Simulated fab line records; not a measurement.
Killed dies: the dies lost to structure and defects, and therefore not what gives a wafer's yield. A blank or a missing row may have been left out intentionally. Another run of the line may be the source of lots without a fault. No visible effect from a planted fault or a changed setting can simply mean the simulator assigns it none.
8D (eight disciplines) problem report, filled in by code -- flow berkeley-cmos170 -- the parts of the form that need people (team, actions taken, sign-off) are left out

1. THE PROBLEM
Across 9 wafers from 3 lots, NWELL_NITRIDE_THK at UCB170_NWELL_THK_MEAS_05 averages 183.6 nm, while fault-free wafers read 225.4 nm with a standard deviation of 2.6. That is -16 standard deviations from the usual mean.
First observed at day 5 21:04: wafer L277.1, on film-metro-01. Wafers with a number at this step in the record: 45, from 15 lots. The rule behind "out" and "out of limits": a value lying over 4 standard deviations away from the usual mean. All remaining wafers that have a number are taken as sound.

2. WHAT IT IS, AND WHAT IT ISN'T
question,is,is not
which readings at this step,NWELL_NITRIDE_THK,-
which lots,"L277, L278, L280","L261, L263, L264, L265, L266, L267, L268, L269, L271, L272, L274, L279"
which wafers of those lots,all that have a number,-
read on which gauges,"film-metro-01, film-metro-03",film-metro-02
when,from day 5 21:04,up to then (33 sound wafers); but 3 sound wafers of L279 came after

3. SUSPECTS, AND WHAT RULES EACH OUT
Counting: any tool at a process step up to the reading is kept as a suspect provided that every lot that is out went through it and no sound lot did after the first of them.
- the gauge at UCB170_NWELL_THK_MEAS_05: ruled out. 2 gauges (film-metro-01, film-metro-03) read the wafers that are out.
- lpcvd-02 at UCB170_NWELL_CVD_04 (deposits Si3N4 from SiH2Cl2/NH3, target thk 224 nm, time 3360 s): kept. Every lot that is out went through it, starting with L277 (day 5 19:08), and after that it ran no sound lot; the last sound lot it ran before then is L274 (day 5 02:42).
Remaining after the count: lpcvd-02 at UCB170_NWELL_CVD_04.

4. THE CAUSE (what the simulator had put in)
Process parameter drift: lpcvd-02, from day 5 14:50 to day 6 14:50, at UCB170_NWELL_CVD_04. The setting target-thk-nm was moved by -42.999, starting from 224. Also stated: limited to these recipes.
Counting left only this tool.

5. THE EFFECT CHAIN, in route order
One row per reading whose mean, taken over the struck wafers that have a number, lies over 3 standard deviations from the usual. Scope: only readings with a usual standard deviation given in the record; hours: median across lots of the time from each lot's start at the first step in this table that gives one to its start at this step; sigmas: change in usual standard deviations.
hours,step,reading,usual,on struck wafers,change,sigmas
0,UCB170_NWELL_THK_MEAS_05,NWELL_NITRIDE_THK,225.4 nm,183.6,-41.8,-16
1,UCB170_NWELL_ETCH_13,oes-product-au,0.941 a.u.,0.839,-0.102,-6.8
The process steps in it:
- UCB170_NWELL_ETCH_13: etches Si3N4 in CH3F/Ar/O2, stops on SiO2, target depth 246.4 nm, time 154 s.
Later steps that measure or inspect, where all struck wafers having a row at the step show a number for every such reading and not one has moved that far: UCB170_NSD_CD_MEAS_06.

6. HOW IT WOULD HAVE BEEN CAUGHT EARLIER
Counted from the fault's start at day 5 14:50, it took 6 hours until the first out-of-limits reading at a measuring or inspecting step in this record, taken at day 5 21:04.
Of the tool readings at UCB170_NWELL_CVD_04 for which the record gives a usual standard deviation, none was out on any struck wafer, so an alarm limit of 4 standard deviations on them would not have fired.
Of the lots that are out (3), L280 began UCB170_NWELL_CVD_04 on lpcvd-02 after day 5 21:04. A tool hold placed at that time would have kept it from harm.
